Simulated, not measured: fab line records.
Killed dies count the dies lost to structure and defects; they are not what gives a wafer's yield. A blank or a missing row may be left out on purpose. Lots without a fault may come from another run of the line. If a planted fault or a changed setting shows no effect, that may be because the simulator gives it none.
fab line records -- flow rit-cmos
[record] lots = 14, wafers = 42, last-day = 7
route steps=202 shown NWELL@34 NRETRO@59 FOX2@80 GATE@81 M1@202
lots untouched by any fault: they come from a run of this same line in which no faults occurred
start-h: hours from the record's opening day to when the first of the lot's shown wafers began -- wait-h: hours since the lot's step before -- " unchanged from the row above -- L1.1+2: several wafers, shown together as one row -- - no value, or no start was given -- * or withheld: withheld -- < > ~ a bound
route shown NAME@n: names a module that has steps shown in the file, with the first one's number in the route -- usual: the fault-free wafers' mean and standard deviation -- same: alike in all rows -- chamber/n: place in a boat -- sites: the reading at each site -- _std_site: the standard deviation of these -- _edge_site: mean of outer sites minus mean of inner sites -- radius-mm: how far each site lies from the wafer's centre -- mask NAME#n: copy n -- behind: the most recent tool/chamber to have shaped the wafer -- hold: why the lot went on hold/how many hours it stayed there/how the hold came to an end -- device: which transistor (n, p or np) failed to switch -- end of line: the same wafers' tests at the end of the route -- a step with no rows: only its recipe -- killed: dies that structure and defects cost at the first sort, which is not the same as the wafer's yield -- map: the dies of a wafer, with x for killed, . for not killed, _ for no die there
set.NAME: the setting the step ran with; set.NAME@STEP: the setting that earlier step ran with -- model.NAME: the simulator's own value behind a step, which no gauge read
route steps across a sampled set of lots; one table per step, one row per wafer
services: when a tool's chamber went out of use (start-h, in hours from the record's first day, below 0 if earlier), for how many hours, and the reason
[[steps]]
[step RIT_NWELL_OVL_MEAS_06]
[usual] NWELL_OVL = -0.1/1.4
lot.wafer,tool,chamber,start-h,wait-h,NWELL_OVL[nm]
L440.3,overlay-01,-,20.20,-,-0.1
L440.4,overlay-01,-,20.20,-,0.7
L440.6,overlay-01,-,20.20,-,-1.2
L442.1,overlay-01,-,30.82,-,0.7
L442.2,overlay-01,-,30.82,-,-1.0
L442.3,overlay-01,-,30.82,-,2.4
L443.3,overlay-01,-,37.26,-,0.3
L443.4,overlay-01,-,37.26,-,1.7
L443.5,overlay-01,-,37.26,-,0.7
L444.1,overlay-01,-,41.02,-,1.5
L444.4,overlay-01,-,41.02,-,-1.6
L444.6,overlay-01,-,41.02,-,0.7
L445.2,overlay-02,-,45.76,-,2.5
L445.4,overlay-02,-,45.76,-,2.6
L445.5,overlay-02,-,45.76,-,3.8
L448.3,overlay-02,-,60.74,-,-0.1
L448.5,overlay-02,-,60.74,-,-1.1
L448.6,overlay-02,-,60.74,-,1.2
L450.2,overlay-02,-,70.14,-,0.0
L450.5,overlay-02,-,70.14,-,-2.1
L450.6,overlay-02,-,70.14,-,-0.8
L453.2,overlay-02,-,85.34,-,0.5
L453.3,overlay-02,-,85.34,-,2.9
L453.6,overlay-02,-,85.34,-,2.4
L454.3,overlay-01,-,91.43,-,-0.4
L454.5,overlay-01,-,91.43,-,-1.1
L454.6,overlay-01,-,91.43,-,-1.2
L456.3,overlay-01,-,100.94,-,0.1
L456.4,overlay-01,-,100.94,-,-0.6
L456.6,overlay-01,-,100.94,-,0.0
L457.2,overlay-02,-,105.23,-,0.0
L457.5,overlay-02,-,105.23,-,0.0
L457.6,overlay-02,-,105.23,-,1.2
L460.2,overlay-01,-,120.70,-,-0.9
L460.3,overlay-01,-,120.70,-,-0.9
L460.5,overlay-01,-,120.70,-,-0.2
L462.1,overlay-01,-,131.10,-,1.8
L462.3,overlay-01,-,131.10,-,-0.2
L462.4,overlay-01,-,131.10,-,-0.5
L463.1,overlay-02,-,135.32,-,1.5
L463.2,overlay-02,-,135.32,-,3.1
L463.3,overlay-02,-,135.32,-,2.5
[step RIT_NRETRO_OVL_MEAS_06]
[usual] NRETRO_OVL = -0.4/1.3
lot.wafer,tool,chamber,start-h,wait-h,NRETRO_OVL[nm]
L440.3,overlay-02,-,28.75,-,0.3
L440.4,overlay-02,-,28.75,-,-0.8
L440.6,overlay-02,-,28.75,-,-0.1
L442.1,overlay-02,-,39.49,-,1.4
L442.2,overlay-02,-,39.49,-,-0.4
L442.3,overlay-02,-,39.49,-,1.9
L443.3,overlay-01,-,45.81,-,2.1
L443.4,overlay-01,-,45.81,-,0.5
L443.5,overlay-01,-,45.81,-,1.0
L444.1,overlay-01,-,49.48,-,1.6
L444.4,overlay-01,-,49.48,-,-1.3
L444.6,overlay-01,-,49.48,-,0.7
L445.2,overlay-01,-,54.44,-,-2.5
L445.4,overlay-01,-,54.44,-,-1.6
L445.5,overlay-01,-,54.44,-,-1.4
L448.3,overlay-01,-,69.67,-,-1.8
L448.5,overlay-01,-,69.67,-,0.1
L448.6,overlay-01,-,69.67,-,-0.9
L450.2,overlay-02,-,79.70,-,0.6
L450.5,overlay-02,-,79.70,-,3.3
L450.6,overlay-02,-,79.70,-,-1.0
L453.2,overlay-02,-,93.89,-,-1.1
L453.3,overlay-02,-,93.89,-,-1.3
L453.6,overlay-02,-,93.89,-,-1.3
L454.3,overlay-02,-,99.85,-,0.8
L454.5,overlay-02,-,99.85,-,-0.4
L454.6,overlay-02,-,99.85,-,0.3
L456.3,overlay-02,-,109.60,-,-0.4
L456.4,overlay-02,-,109.60,-,1.1
L456.6,overlay-02,-,109.60,-,-1.6
L457.2,overlay-01,-,114.33,-,-1.1
L457.5,overlay-01,-,114.33,-,-1.7
L457.6,overlay-01,-,114.33,-,0.1
L460.2,overlay-02,-,129.64,-,-1.4
L460.3,overlay-02,-,129.64,-,-2.3
L460.5,overlay-02,-,129.64,-,-0.6
L462.1,overlay-02,-,139.73,-,-0.8
L462.3,overlay-02,-,139.73,-,0.5
L462.4,overlay-02,-,139.73,-,1.0
L463.1,overlay-01,-,143.89,-,-3.4
L463.2,overlay-01,-,143.89,-,-0.4
L463.3,overlay-01,-,143.89,-,-2.0
[step RIT_FOX2_THK_MEAS_91]
[recipe] reads = SiO2_of_FOX2_OXIDATION_00
[usual] FIELD_OXIDE_LEFT_2_THK = 257/6
lot.wafer,tool,chamber,start-h,wait-h,FIELD_OXIDE_LEFT_2_THK[nm]
L440.3,film-metro-03,-,31.52,0.0,250
L440.4,film-metro-03,-,31.52,0.0,249
L440.6,film-metro-03,-,31.52,0.0,256
L442.1,film-metro-03,-,42.15,0.0,262
L442.2,film-metro-03,-,42.15,0.0,268
L442.3,film-metro-03,-,42.15,0.0,264
L443.3,film-metro-01,-,48.60,0.0,252
L443.4,film-metro-01,-,48.60,0.0,254
L443.5,film-metro-01,-,48.60,0.0,251
L444.1,film-metro-04,-,52.48,0.0,263
L444.4,film-metro-04,-,52.48,0.0,262
L444.6,film-metro-04,-,52.48,0.0,261
L445.2,film-metro-01,-,57.25,0.0,247
L445.4,film-metro-01,-,57.25,0.0,248
L445.5,film-metro-01,-,57.25,0.0,250
L448.3,film-metro-03,-,72.35,0.0,260
L448.5,film-metro-03,-,72.35,0.0,266
L448.6,film-metro-03,-,72.35,0.0,258
L450.2,film-metro-03,-,82.47,0.0,261
L450.5,film-metro-03,-,82.47,0.0,264
L450.6,film-metro-03,-,82.47,0.0,259
L453.2,film-metro-04,-,96.61,0.0,268
L453.3,film-metro-04,-,96.61,0.0,264
L453.6,film-metro-04,-,96.61,0.0,265
L454.3,film-metro-01,-,102.63,0.0,260
L454.5,film-metro-01,-,102.63,0.0,258
L454.6,film-metro-01,-,102.63,0.0,258
L456.3,film-metro-03,-,112.53,0.0,260
L456.4,film-metro-03,-,112.53,0.0,261
L456.6,film-metro-03,-,112.53,0.0,263
L457.2,film-metro-01,-,116.97,0.0,271
L457.5,film-metro-01,-,116.97,0.0,267
L457.6,film-metro-01,-,116.97,0.0,262
L460.2,film-metro-03,-,132.44,0.0,253
L460.3,film-metro-03,-,132.44,0.0,257
L460.5,film-metro-03,-,132.44,0.0,260
L462.1,film-metro-01,-,142.42,0.0,256
L462.3,film-metro-01,-,142.42,0.0,265
L462.4,film-metro-01,-,142.42,0.0,265
L463.1,film-metro-03,-,146.56,0.0,258
L463.2,film-metro-03,-,146.56,0.0,258
L463.3,film-metro-03,-,146.56,0.0,254
[step RIT_GATE_OXIDATION_05]
[recipe] temp-c = 900, ambient = O2, target-thk-a = 30, ox-time-s = 270
[usual] ox-time-s = 270/0, spike-tc-source-C = 923.7/1.6
lot.wafer,tool,chamber,start-h,wait-h,ox-time-s,spike-tc-source-C
L440.3,furnace-01,0,31.56,0.0,270,925.8
L440.4,furnace-01,0,31.56,0.0,270,924.7
L440.6,furnace-01,0,31.56,0.0,270,925.1
L442.1,furnace-02,0,42.21,0.1,270,921.1
L442.2,furnace-02,0,42.21,0.1,270,921.4
L442.3,furnace-02,0,42.21,0.1,270,921.9
L443.3,furnace-04,0,48.64,0.0,270,924.5
L443.4,furnace-04,0,48.64,0.0,270,924.5
L443.5,furnace-04,0,48.64,0.0,270,925.7
L444.1,furnace-01,0,53.32,0.8,270,924.4
L444.4,furnace-01,0,53.32,0.8,270,925.9
L444.6,furnace-01,0,53.32,0.8,270,926.0
L445.2,furnace-04,0,57.30,0.0,270,924.8
L445.4,furnace-04,0,57.30,0.0,270,923.9
L445.5,furnace-04,0,57.30,0.0,270,924.2
L448.3,furnace-02,0,73.23,0.9,513,922.4
L448.5,furnace-02,0,73.23,0.9,513,921.6
L448.6,furnace-02,0,73.23,0.9,513,923.6
L450.2,furnace-02,0,82.62,0.1,513,923.2
L450.5,furnace-02,0,82.62,0.1,513,922.0
L450.6,furnace-02,0,82.62,0.1,513,922.9
L453.2,furnace-04,0,96.97,0.4,270,926.2
L453.3,furnace-04,0,96.97,0.4,270,922.6
L453.6,furnace-04,0,96.97,0.4,270,923.9
L454.3,furnace-04,0,102.67,0.0,270,923.8
L454.5,furnace-04,0,102.67,0.0,270,924.3
L454.6,furnace-04,0,102.67,0.0,270,921.9
L456.3,furnace-04,0,112.57,0.0,270,925.0
L456.4,furnace-04,0,112.57,0.0,270,924.1
L456.6,furnace-04,0,112.57,0.0,270,924.2
L457.2,furnace-01,0,117.02,0.0,270,924.8
L457.5,furnace-01,0,117.02,0.0,270,924.6
L457.6,furnace-01,0,117.02,0.0,270,924.4
L460.2,furnace-01,0,132.49,0.0,270,924.5
L460.3,furnace-01,0,132.49,0.0,270,925.2
L460.5,furnace-01,0,132.49,0.0,270,924.4
L462.1,furnace-02,0,142.48,0.1,270,922.6
L462.3,furnace-02,0,142.48,0.1,270,923.1
L462.4,furnace-02,0,142.48,0.1,270,924.2
L463.1,furnace-02,0,146.88,0.3,270,922.2
L463.2,furnace-02,0,146.88,0.3,270,921.9
L463.3,furnace-02,0,146.88,0.3,270,921.6
[step RIT_GATE_THK_MEAS_07]
[recipe] reads = SiO2_of_GATE_OXIDATION_05
[usual] GATE_OXIDE_THK = 3.02/0.069
lot.wafer,tool,chamber,start-h,wait-h,GATE_OXIDE_THK[nm]
L440.3,film-metro-03,-,32.91,0.0,3.10
L440.4,film-metro-03,-,32.91,0.0,3.11
L440.6,film-metro-03,-,32.91,0.0,3.12
L442.1,film-metro-03,-,43.93,0.0,3.01
L442.2,film-metro-03,-,43.93,0.0,3.08
L442.3,film-metro-03,-,43.93,0.0,2.98
L443.3,film-metro-04,-,49.98,0.0,2.99
L443.4,film-metro-04,-,49.98,0.0,2.96
L443.5,film-metro-04,-,49.98,0.0,3.01
L444.1,film-metro-03,-,54.64,0.0,3.13
L444.4,film-metro-03,-,54.64,0.0,3.03
L444.6,film-metro-03,-,54.64,0.0,3.12
L445.2,film-metro-01,-,58.63,0.0,3.07
L445.4,film-metro-01,-,58.63,0.0,3.05
L445.5,film-metro-01,-,58.63,0.0,3.12
L448.3,film-metro-01,-,74.58,0.0,4.88
L448.5,film-metro-01,-,74.58,0.0,4.78
L448.6,film-metro-01,-,74.58,0.0,4.81
L450.2,film-metro-01,-,83.95,0.0,4.83
L450.5,film-metro-01,-,83.95,0.0,4.88
L450.6,film-metro-01,-,83.95,0.0,4.82
L453.2,film-metro-03,-,99.30,0.0,3.12
L453.3,film-metro-03,-,99.30,0.0,3.05
L453.6,film-metro-03,-,99.30,0.0,3.04
L454.3,film-metro-03,-,104.01,0.0,3.02
L454.5,film-metro-03,-,104.01,0.0,3.00
L454.6,film-metro-03,-,104.01,0.0,3.01
L456.3,film-metro-01,-,113.91,0.0,3.04
L456.4,film-metro-01,-,113.91,0.0,3.10
L456.6,film-metro-01,-,113.91,0.0,2.94
L457.2,film-metro-03,-,118.35,0.0,3.08
L457.5,film-metro-03,-,118.35,0.0,3.12
L457.6,film-metro-03,-,118.35,0.0,3.08
L460.2,film-metro-03,-,133.83,0.0,3.03
L460.3,film-metro-03,-,133.83,0.0,3.05
L460.5,film-metro-03,-,133.83,0.0,3.04
L462.1,film-metro-01,-,143.80,0.0,2.88
L462.3,film-metro-01,-,143.80,0.0,2.93
L462.4,film-metro-01,-,143.80,0.0,3.01
L463.1,film-metro-04,-,148.21,0.0,2.84
L463.2,film-metro-04,-,148.21,0.0,2.96
L463.3,film-metro-04,-,148.21,0.0,2.84
[step RIT_M1_PROBE_99]
[usual] killed_at_M0_to_M3 = 0.0/0.14, killed-at-contacts = 0.1/0.36, killed-at-front-end = 7/3.4, killed-dies = 7/3.4, killed-open = 3.3/2, killed-short = 3.8/2.4
[same] gross-dies = 264, killed_at_M4_up = 0, killed-at-back-side = 0, killed-at-other = 0
lot.wafer,tool,chamber,start-h,wait-h,killed_at_M0_to_M3,killed-at-contacts,killed-at-front-end,killed-dies,killed-open,killed-short
L440.3,prober-02,-,56.31,0.2,0,2,7,9,4,5
L440.4,prober-02,-,56.36,0.2,0,0,9,9,5,4
L440.6,prober-02,-,56.46,0.2,0,0,2,2,2,0
L442.1,prober-02,-,67.60,0.1,0,0,4,4,4,0
L442.2,prober-02,-,67.65,0.1,0,0,5,5,2,3
L442.3,prober-02,-,67.70,0.2,0,0,9,9,3,6
L443.3,prober-01,-,73.14,0.2,0,1,9,10,2,8
L443.4,prober-01,-,73.19,0.2,0,1,3,4,2,1
L443.5,prober-01,-,73.24,0.2,0,0,4,4,1,3
L444.1,prober-02,-,77.23,0.1,0,0,2,2,2,0
L444.4,prober-02,-,77.38,0.2,0,0,7,7,0,7
L444.6,prober-02,-,77.48,0.2,0,1,6,7,5,2
L445.2,prober-01,-,81.26,0.1,0,0,8,8,4,2
L445.4,prober-01,-,81.36,0.2,0,0,15,15,7,7
L445.5,prober-01,-,81.41,0.2,1,0,7,8,4,4
L448.3,prober-02,-,97.95,0.2,0,0,11,11,7,4
L448.5,prober-02,-,98.05,0.2,0,0,4,4,1,3
L448.6,prober-02,-,98.10,0.2,0,0,4,4,2,2
L450.2,prober-02,-,106.70,0.1,0,0,9,9,3,6
L450.5,prober-02,-,106.85,0.2,0,0,10,10,3,7
L450.6,prober-02,-,106.90,0.2,0,0,7,7,3,4
L453.2,prober-01,-,121.91,0.1,0,0,11,11,6,5
L453.3,prober-01,-,121.96,0.2,0,0,4,4,1,3
L453.6,prober-01,-,122.11,0.2,0,0,14,14,7,7
L454.3,prober-02,-,127.55,0.2,0,0,6,6,5,1
L454.5,prober-02,-,127.65,0.2,0,0,13,13,9,4
L454.6,prober-02,-,127.70,0.2,0,0,11,11,3,8
L456.3,prober-02,-,137.24,0.2,0,0,9,9,7,2
L456.4,prober-02,-,137.29,0.2,0,0,5,5,3,2
L456.6,prober-02,-,137.39,0.2,0,0,17,17,3,14
L457.2,prober-01,-,141.64,0.1,0,0,6,6,4,2
L457.5,prober-01,-,141.79,0.2,0,0,1,1,1,0
L457.6,prober-01,-,141.84,0.2,0,0,5,5,1,4
L460.2,prober-02,-,158.49,0.1,0,0,12,12,5,7
L460.3,prober-02,-,158.54,0.2,0,0,6,6,1,5
L460.5,prober-02,-,158.64,0.2,0,0,11,11,6,5
L462.1,prober-02,-,166.51,0.1,0,0,7,7,5,2
L462.3,prober-02,-,166.61,0.2,0,0,8,8,2,6
L462.4,prober-02,-,166.66,0.2,0,0,5,5,1,4
L463.1,prober-01,-,170.96,0.1,0,0,9,9,5,4
L463.2,prober-01,-,171.01,0.1,0,0,2,2,2,0
L463.3,prober-01,-,171.06,0.2,0,0,6,6,1,5
// killed by level:class
L440.3 SILICIDE:geometric-particle:short=2 CONTACT:geometric-particle:open=2 FOX1:geometric-particle:short=1 FOX2:geometric-particle:short=1 GATE:geometric-particle:open=1 REOX:geometric-particle:short=1 SILICIDE:geometric-particle:open=1
L440.4 GATE:geometric-particle:open=3 GATE:geometric-particle:short=2 FOX1:geometric-particle:open=1 FOX1:geometric-particle:short=1 REOX:geometric-particle:open=1 SILICIDE:geometric-particle:short=1
L440.6 REOX:geometric-particle:open=1 SILICIDE:geometric-particle:open=1
L442.1 FOX1:geometric-particle:open=1 FOX2:geometric-particle:open=1 REOX:geometric-particle:open=1 SILICIDE:geometric-particle:open=1
L442.2 GATE:geometric-particle:short=2 FOX1:geometric-particle:open=1 FOX2:geometric-particle:open=1 SPACER:geometric-particle:short=1
L442.3 GATE:geometric-particle:open=2 SILICIDE:geometric-particle:short=2 FOX1:geometric-particle:short=1 FOX2:geometric-particle:short=1 GATE:geometric-particle:short=1 SPACER:geometric-particle:short=1 SILICIDE:geometric-particle:open=1
L443.3 FOX1:geometric-particle:short=2 FOX2:geometric-particle:short=2 SPACER:geometric-particle:short=2 FOX1:geometric-particle:open=1 GATE:geometric-particle:short=1 SPACER:geometric-particle:open=1 CONTACT:geometric-particle:short=1
L443.4 FOX1:geometric-particle:open=1 SILICIDE:geometric-particle:open=1 CONTACT:geometric-particle:short=1 NWELL:coat-microbubble-printed=1
L443.5 FOX1:geometric-particle:short=1 GATE:geometric-particle:open=1 REOX:geometric-particle:short=1 SPACER:geometric-particle:short=1
L444.1 REOX:geometric-particle:open=1 SILICIDE:geometric-particle:open=1
L444.4 GATE:geometric-particle:short=3 FOX1:geometric-particle:short=1 REOX:geometric-particle:short=1 SPACER:geometric-particle:short=1 SILICIDE:geometric-particle:short=1
L444.6 FOX1:geometric-particle:open=2 GATE:geometric-particle:open=2 REOX:geometric-particle:short=1 SPACER:geometric-particle:short=1 CONTACT:geometric-particle:open=1
L445.2 GATE:geometric-particle:short=2 GATE:geometric-particle:open=2 NSD:coat-microbubble-printed=2 FOX2:geometric-particle:open=1 SPACER:geometric-particle:open=1
L445.4 GATE:geometric-particle:open=5 GATE:geometric-particle:short=5 FOX1:geometric-particle:short=1 FOX1:geometric-particle:open=1 REOX:geometric-particle:short=1 SPACER:geometric-particle:open=1 NSD:coat-microbubble-printed=1
L445.5 GATE:geometric-particle:open=2 GATE:geometric-particle:short=2 REOX:geometric-particle:open=2 REOX:geometric-particle:short=1 M1:geometric-particle:short=1
L448.3 REOX:geometric-particle:short=4 REOX:geometric-particle:open=3 FOX1:geometric-particle:open=1 FOX2:geometric-particle:open=1 GATE:geometric-particle:open=1 SPACER:geometric-particle:open=1
L448.5 FOX1:geometric-particle:short=1 GATE:geometric-particle:short=1 SPACER:geometric-particle:open=1 SPACER:geometric-particle:short=1
L448.6 SPACER:geometric-particle:short=2 FOX1:geometric-particle:open=1 GATE:geometric-particle:open=1
L450.2 GATE:geometric-particle:short=3 FOX1:geometric-particle:open=1 GATE:geometric-particle:open=1 REOX:geometric-particle:short=1 SPACER:geometric-particle:short=1 SILICIDE:geometric-particle:short=1 SILICIDE:geometric-particle:open=1
L450.5 GATE:geometric-particle:short=4 GATE:geometric-particle:open=2 SILICIDE:geometric-particle:short=2 FOX1:geometric-particle:short=1 FOX2:geometric-particle:open=1
L450.6 REOX:geometric-particle:short=3 FOX1:geometric-particle:open=1 FOX2:geometric-particle:short=1 GATE:geometric-particle:open=1 REOX:geometric-particle:open=1
L453.2 GATE:geometric-particle:short=3 GATE:geometric-particle:open=3 SPACER:geometric-particle:short=2 FOX1:geometric-particle:open=1 FOX2:geometric-particle:open=1 SPACER:geometric-particle:open=1
L453.3 GATE:geometric-particle:short=2 GATE:geometric-particle:open=1 SILICIDE:geometric-particle:short=1
L453.6 SPACER:geometric-particle:short=4 GATE:geometric-particle:open=3 REOX:geometric-particle:open=2 SPACER:geometric-particle:open=2 GATE:geometric-particle:short=1 REOX:geometric-particle:short=1 SILICIDE:geometric-particle:short=1
L454.3 FOX2:geometric-particle:open=1 GATE:geometric-particle:short=1 GATE:geometric-particle:open=1 REOX:geometric-particle:open=1 SPACER:geometric-particle:open=1 SILICIDE:geometric-particle:open=1
L454.5 GATE:geometric-particle:open=4 GATE:geometric-particle:short=3 REOX:geometric-particle:open=2 SPACER:geometric-particle:open=2 SPACER:geometric-particle:short=1 SILICIDE:geometric-particle:open=1
L454.6 GATE:geometric-particle:short=3 SPACER:geometric-particle:short=2 FOX1:geometric-particle:short=1 FOX2:geometric-particle:short=1 GATE:geometric-particle:open=1 REOX:geometric-particle:short=1 SPACER:geometric-particle:open=1 SILICIDE:geometric-particle:open=1
L456.3 GATE:geometric-particle:open=4 REOX:geometric-particle:open=2 GATE:geometric-particle:short=1 REOX:geometric-particle:short=1 SILICIDE:geometric-particle:open=1
L456.4 FOX1:geometric-particle:short=2 SPACER:geometric-particle:open=2 FOX1:geometric-particle:open=1
L456.6 GATE:geometric-particle:short=5 REOX:geometric-particle:short=5 FOX1:geometric-particle:short=2 SPACER:geometric-particle:short=2 GATE:geometric-particle:open=1 SPACER:geometric-particle:open=1 SILICIDE:geometric-particle:open=1
L457.2 GATE:geometric-particle:open=2 FOX1:geometric-particle:open=1 GATE:geometric-particle:short=1 SILICIDE:geometric-particle:short=1 SILICIDE:geometric-particle:open=1
L457.5 FOX1:geometric-particle:open=1
L457.6 SILICIDE:geometric-particle:short=2 FOX1:geometric-particle:short=1 GATE:geometric-particle:short=1 REOX:geometric-particle:open=1
L460.2 FOX1:geometric-particle:short=4 SILICIDE:geometric-particle:open=2 FOX1:geometric-particle:open=1 FOX2:geometric-particle:open=1 FOX2:geometric-particle:short=1 GATE:geometric-particle:short=1 SPACER:geometric-particle:short=1 SPACER:geometric-particle:open=1
L460.3 FOX1:geometric-particle:short=2 GATE:geometric-particle:short=2 FOX1:geometric-particle:open=1 SPACER:geometric-particle:short=1
L460.5 GATE:geometric-particle:short=3 GATE:geometric-particle:open=2 SPACER:geometric-particle:open=2 FOX1:geometric-particle:short=1 FOX1:geometric-particle:open=1 SPACER:geometric-particle:short=1 SILICIDE:geometric-particle:open=1
L462.1 GATE:geometric-particle:open=2 SILICIDE:geometric-particle:open=2 FOX1:geometric-particle:open=1 GATE:geometric-particle:short=1 REOX:geometric-particle:short=1
L462.3 SILICIDE:geometric-particle:short=4 GATE:geometric-particle:open=2 GATE:geometric-particle:short=1 REOX:geometric-particle:short=1
L462.4 SILICIDE:geometric-particle:short=2 FOX2:geometric-particle:short=1 GATE:geometric-particle:short=1 SILICIDE:geometric-particle:open=1
L463.1 FOX2:geometric-particle:open=2 SILICIDE:geometric-particle:open=2 FOX1:geometric-particle:short=1 FOX2:geometric-particle:short=1 GATE:geometric-particle:short=1 SPACER:geometric-particle:open=1 SPACER:geometric-particle:short=1
L463.2 FOX2:geometric-particle:open=1 REOX:geometric-particle:open=1
L463.3 SPACER:geometric-particle:short=3 GATE:geometric-particle:short=1 SILICIDE:geometric-particle:short=1 SILICIDE:geometric-particle:open=1
[[services]]
tool,chamber,start-h,hours,kind
furnace-02,-,7.84,3.5,pm
furnace-02,-,71.82,1.4,pm
furnace-04,-,107.05,3.1,pm
furnace-01,-,111.71,3.0,pm
[[key]]
[first-sign] step = RIT_GATE_OXIDATION_05, reading = ox-time-s, direction = up, sigmas = 99+, usual = *, struck = *
[effect] step = RIT_GATE_THK_MEAS_07, reading = GATE_OXIDE_THK, direction = up, sigmas = 26, usual = 3.02, struck = 4.83
met-at RIT_GATE_OXIDATION_05
struck-lots L448,L450
tester-left-out L448,L450
not-acting-at RIT_NWELL_OVL_MEAS_06,RIT_NRETRO_OVL_MEAS_06,RIT_FOX2_THK_MEAS_91
onset-between 42.21 73.23
[fault] kind = process-parameter-drift, tool = furnace-02, chamber = -, onset-h = 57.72, steps = RIT_GATE_OXIDATION_05, channel = ox-time-s, offset = *, shape = step, end-h = 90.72, acts-in = *, stated = *
// tester-left-out: of these lots the tester's yield and bins aren't shown, on N5 and GAA mostly nor the transistor test; their killed dies are dies lost to structure and defects alone, not to doping, threshold or leakage, so they don't give the yield
